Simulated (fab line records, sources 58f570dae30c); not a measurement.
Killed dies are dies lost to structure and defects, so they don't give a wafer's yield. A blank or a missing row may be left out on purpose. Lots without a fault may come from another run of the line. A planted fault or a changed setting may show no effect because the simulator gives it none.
One fault seen from 2 desks | flow berkeley_cmos170 | each desk has only its own numbers; what lay behind them comes last

THE METROLOGY DESK
What the gauges read, lot by lot, whatever tool the lot ran on: means of the sampled wafers that have a number. A lot is out of limits, marked OUT, if its mean lies more than 4 standard deviations from the usual mean; the brackets give that distance.
Columns: A = START_OXIDE_THK at UCB170_START_THK_MEAS_03, usual 20.0 nm; B = NVT_OVL at UCB170_NVT_OVL_MEAS_06, usual -1 nm
lot  | first seen here | A    | B
L119 | day 1 14:46     | 20.3 | -2
L123 | day 2 12:10     | 20.0 | -7
L124 | day 2 14:55     | 20.3 | 7
L125 | day 2 21:41     | 19.7 | 0
L126 | day 3 00:54     | 20.5 | -6
L128 | day 3 12:02     | 20.0 | -6
L134 | day 4 18:31     | 19.7 | -2
L135 | day 4 23:07     | 19.7 | -1
L136 | day 5 06:02     | 20.7 | 11
L138 | day 5 14:08     | 20.4 | -12
L139 | day 5 18:38     | 20.0 | 7
L140 | day 5 22:40     | 19.8 | 4
L141 | day 6 04:49     | 19.8 | 4
L142 | day 6 12:00     | 20.0 | -2
This desk's finding: nothing out of limits on any of the 14 lots.

THE TOOL OWNER'S DESK: wet_bench-03
The tool's own readings at UCB170_CONTACT_CLEAN_00 (cleans in SPM, time 600 s): means of the sampled wafers that have a number, for each lot that ran on this tool. A lot is out of limits, marked OUT, if its mean lies more than 4 standard deviations from the usual mean; the brackets give that distance.
Columns: A = bath_guard_temp_C at UCB170_CONTACT_CLEAN_00, usual 120.0 C; B = bath_heat_duty_pct at UCB170_CONTACT_CLEAN_00, usual 13.5 %
lot  | first seen here | A     | B
L119 | day 7 23:52     | 120.1 | 12.5
L123 | day 9 03:51     | 119.9 | 13.3
L126 | day 9 04:04     | 119.7 | 15.1
L124 | day 9 04:31     | 119.7 | 13.6
L125 | day 9 04:59     | 119.8 | 13.5
L134 | day 10 16:46    | 120.2 | 14.6
L139 | day 11 21:56    | 120.2 | 13.3
This desk's finding: nothing out of limits on any of the 7 lots.

PUT TOGETHER
The metrology desk saw nothing out of limits.
The tool owner's desk saw nothing out of limits.

WHAT THE SIMULATOR HAD PUT IN
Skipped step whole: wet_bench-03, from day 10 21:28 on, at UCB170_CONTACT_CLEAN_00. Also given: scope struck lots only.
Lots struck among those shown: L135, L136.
